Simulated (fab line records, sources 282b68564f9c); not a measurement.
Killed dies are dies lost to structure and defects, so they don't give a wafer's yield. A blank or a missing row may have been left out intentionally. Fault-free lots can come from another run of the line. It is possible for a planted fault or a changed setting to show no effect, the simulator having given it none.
Which tool did it? :: flow rit_cmos :: 42 wafers from 14 lots sampled at 2 of the route's 202 steps

## WHAT EACH GAUGE READ, for each wafer
RIT_ACTIVE_THK_MEAS_02.
lot: L740
measured: day 1 13:34
on: film_metro-02
ACTIVE_OXIDE_THK (nm): 43.5 43.5 42.7

lot: L741
measured: day 1 17:31
on: film_metro-02
ACTIVE_OXIDE_THK (nm): 42.4 41.7 43.1

lot: L742
measured: day 1 22:16
on: film_metro-02
ACTIVE_OXIDE_THK (nm): 43.2 43.6 44.0

lot: L743
measured: day 2 03:04
on: film_metro-02
ACTIVE_OXIDE_THK (nm): 44.0 44.8 44.6

lot: L744
measured: day 2 10:12
on: film_metro-01
ACTIVE_OXIDE_THK (nm): 42.5 42.8 42.9

lot: L745
measured: day 2 14:02
on: film_metro-01
ACTIVE_OXIDE_THK (nm): 43.3 43.6 43.3

lot: L748
measured: day 3 05:02
on: film_metro-02
ACTIVE_OXIDE_THK (nm): 66.7 66.4 66.0

lot: L749
measured: day 3 12:28
on: film_metro-03
ACTIVE_OXIDE_THK (nm): 42.2 42.0 41.9

lot: L750
measured: day 3 17:15
on: film_metro-01
ACTIVE_OXIDE_THK (nm): 66.7 66.6 66.9

lot: L757
measured: day 5 01:55
on: film_metro-03
ACTIVE_OXIDE_THK (nm): 43.6 43.5 43.8

lot: L758
measured: day 5 08:54
on: film_metro-01
ACTIVE_OXIDE_THK (nm): 42.0 42.4 42.5

lot: L760
measured: day 5 17:13
on: film_metro-02
ACTIVE_OXIDE_THK (nm): 42.5 43.5 43.0

lot: L761
measured: day 5 21:47
on: film_metro-03
ACTIVE_OXIDE_THK (nm): 42.3 43.1 42.2

lot: L762
measured: day 6 02:20
on: film_metro-01
ACTIVE_OXIDE_THK (nm): 43.2 44.3 43.9

## WHICH TOOL RAN EACH LOT (tool, then ch and the chambers of the sampled wafers, then the start)
lot: L740
RIT_ACTIVE_OXIDATION_01: furnace-04 ch 0, day 1 11:37

lot: L741
RIT_ACTIVE_OXIDATION_01: furnace-03 ch 0, day 1 15:35

lot: L742
RIT_ACTIVE_OXIDATION_01: furnace-01 ch 0, day 1 20:19

lot: L743
RIT_ACTIVE_OXIDATION_01: furnace-04 ch 0, day 2 01:07

lot: L744
RIT_ACTIVE_OXIDATION_01: furnace-03 ch 0, day 2 08:14

lot: L745
RIT_ACTIVE_OXIDATION_01: furnace-04 ch 0, day 2 12:07

lot: L748
RIT_ACTIVE_OXIDATION_01: furnace-04 ch 0, day 3 03:06

lot: L749
RIT_ACTIVE_OXIDATION_01: furnace-01 ch 0, day 3 10:32

lot: L750
RIT_ACTIVE_OXIDATION_01: furnace-04 ch 0, day 3 15:18

lot: L757
RIT_ACTIVE_OXIDATION_01: furnace-03 ch 0, day 4 23:59

lot: L758
RIT_ACTIVE_OXIDATION_01: furnace-03 ch 0, day 5 06:58

lot: L760
RIT_ACTIVE_OXIDATION_01: furnace-03 ch 0, day 5 15:17

lot: L761
RIT_ACTIVE_OXIDATION_01: furnace-01 ch 0, day 5 19:49

lot: L762
RIT_ACTIVE_OXIDATION_01: furnace-01 ch 0, day 6 00:23
- RIT_ACTIVE_OXIDATION_01: target thk 46.8 nm, ox time 3360 s.

## AS READ BY THE TOOLS THEMSELVES (means over the sampled wafers that have a number; for cases with no such wafer, the mark the record gives instead)
The record holds no such reading with a usual standard deviation.

## THE ANSWER, worked out from the rows above alone
Rule: the lots themselves supply what counts as usual. The widest of any qualifying gaps counts: lots, ordered by their means at a reading, are off when they make up no more than a third of the lots, leave a main group of 4 or more, and stand apart from it by 3 or more times the standard deviation of that group's means. A main group is skipped when, at the precision printed for the reading in the tables above, its means are all equal. Also off: a lot with no number at a reading for which 4 or more lots have one. Any other lot the step has rows for is counted as sound. First the gauges in route order, then the tools' own readings, where a lot's mean is used as printed above. At the first step where some lot is off, the reading lying furthest off is the one used; lots without a number count as furthest.
Off: at RIT_ACTIVE_THK_MEAS_02 (ACTIVE_OXIDE_THK), L748, L750. Mean 43.1 nm and standard deviation 0.69 in the main group.
If a tool, at a process step before that reading, ran all the lots that are off and no sound lot after the first of them, it fits. Those tools and the gauges at RIT_ACTIVE_THK_MEAS_02 are tried in the same way. One fits: RIT_ACTIVE_OXIDATION_01 on furnace-04. A fault onset in the window from L745 (day 2 12:07, its last sound lot) to L748 (day 3 03:06, its first lot off) fits.

## WHAT HAD BEEN PUT IN BY THE SIMULATOR
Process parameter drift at RIT_ACTIVE_OXIDATION_01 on furnace-04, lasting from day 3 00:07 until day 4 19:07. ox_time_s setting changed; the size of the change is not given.
Struck lots among those shown: L748, L750. This agrees with what the rule above found.
